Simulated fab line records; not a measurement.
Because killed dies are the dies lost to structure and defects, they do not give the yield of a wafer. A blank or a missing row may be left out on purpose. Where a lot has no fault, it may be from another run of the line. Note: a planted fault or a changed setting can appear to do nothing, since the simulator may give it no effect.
A struck lot beside a sound one || flow ritCmos || 14 steps out of a route of 202
Sound: these wafers, L818.4, L818.5, L818.6. Struck: wafers L822.1, L822.2, L822.4. The cause comes at the end.
At each step with rows: each side's tool, then ch and its chambers, then its first start. Under that, the readings that differ: sound wafers || struck wafers || difference of the means || sigmas: that difference in standard deviations of wafers without a fault.
alike: a reading whose means differ by less than 2 such deviations, as well as words and numbers matching on both sides. not compared: withheld readings; readings where some wafer has no value; bounds like >300 that might hide an equal value; numbers whose values overlap and for which the record gives no deviation.
A row with sigmas, a row that says differs or no value, or rows on one side alone: a step with any of these is where the two part. Numbers that don't overlap but have no deviation are shown without sigmas and don't part them. Lack of a reading on every wafer of one side parts them only where that side has two or more wafers.

RIT_CONTACT_STRIP_12: strips in O2, time 180 s.
  sound on plasmaAsher-03 ch 0,1, day 5 09:00; struck on plasmaAsher-02 ch 0,1, day 6 03:02
  alike: drypumpMotorCurrentA
  not compared: rfHoursCounterH
RIT_CONTACT_CD_MEAS_90: the cd target is 1000 nm.
  sound: cdSem-01 at day 5 09:12; struck: cdSem-02 at day 6 03:13
  alike: cdNm
then, 2 steps without rows for these wafers: RIT_CONTACT_CLEAN_13 (cleans in SC1, time 600 s); RIT_CONTACT_CLEAN_14 (cleans in SC2, time 600 s).
RIT_M1_SPUTTER_00: material Al, target thk 400 nm, time 500 s.
  sound: pvdSputter-02 at day 5 09:37; struck: pvdSputter-04 at day 6 03:41
  alike: throttleValvePct
RIT_M1_RS_MEAS_01: a four-point-probe measurement.
  sound: filmMetro-02 at day 5 09:58; struck: filmMetro-01 at day 6 03:59
  alike: M1_AL_RS
RIT_M1_THK_MEAS_02: measures by xrf.
  sound: filmMetro-02 at day 5 10:03; struck: filmMetro-01 at day 6 04:06
  alike: M1_AL_THK
then, 5 steps without rows for these wafers: RIT_M1_HMDS_03 (prime time 60 s); RIT_M1_COAT_04 (resist thk 1300 nm); RIT_M1_SOFTBAKE_05 (time 60 s); RIT_M1_EXPOSE_06 (exposes mask M12, target cd 2600 nm); RIT_M1_PEB_07.
RIT_M1_DEVELOP_08: develop time 65.48 s.
  struck on lithoTrack-03, day 6 05:00; sound on lithoTrack-01 ch 0, day 5 10:00
  no value came back on the struck wafers for chillPlateTempC (C), developTimeS (s); on the sound wafers chillPlateTempC (C) reads 23.02 22.92 22.93
RIT_M1_CD_MEAS_09: the cd target is 2600 nm.
  sound: cdSem-01 at day 5 11:01; struck: cdSem-01 at day 6 05:10
{"reading": "cdNm (nm)", "sound": "2601.7 2599.7 2601.8", "struck": "- - -", "difference": "no value on the struck wafers", "sigmas": ""}

== WHERE THEY PART ==
Last at RIT_M1_CD_MEAS_09 as far as this record goes, first at RIT_M1_DEVELOP_08.

WHY: what the simulator had put in
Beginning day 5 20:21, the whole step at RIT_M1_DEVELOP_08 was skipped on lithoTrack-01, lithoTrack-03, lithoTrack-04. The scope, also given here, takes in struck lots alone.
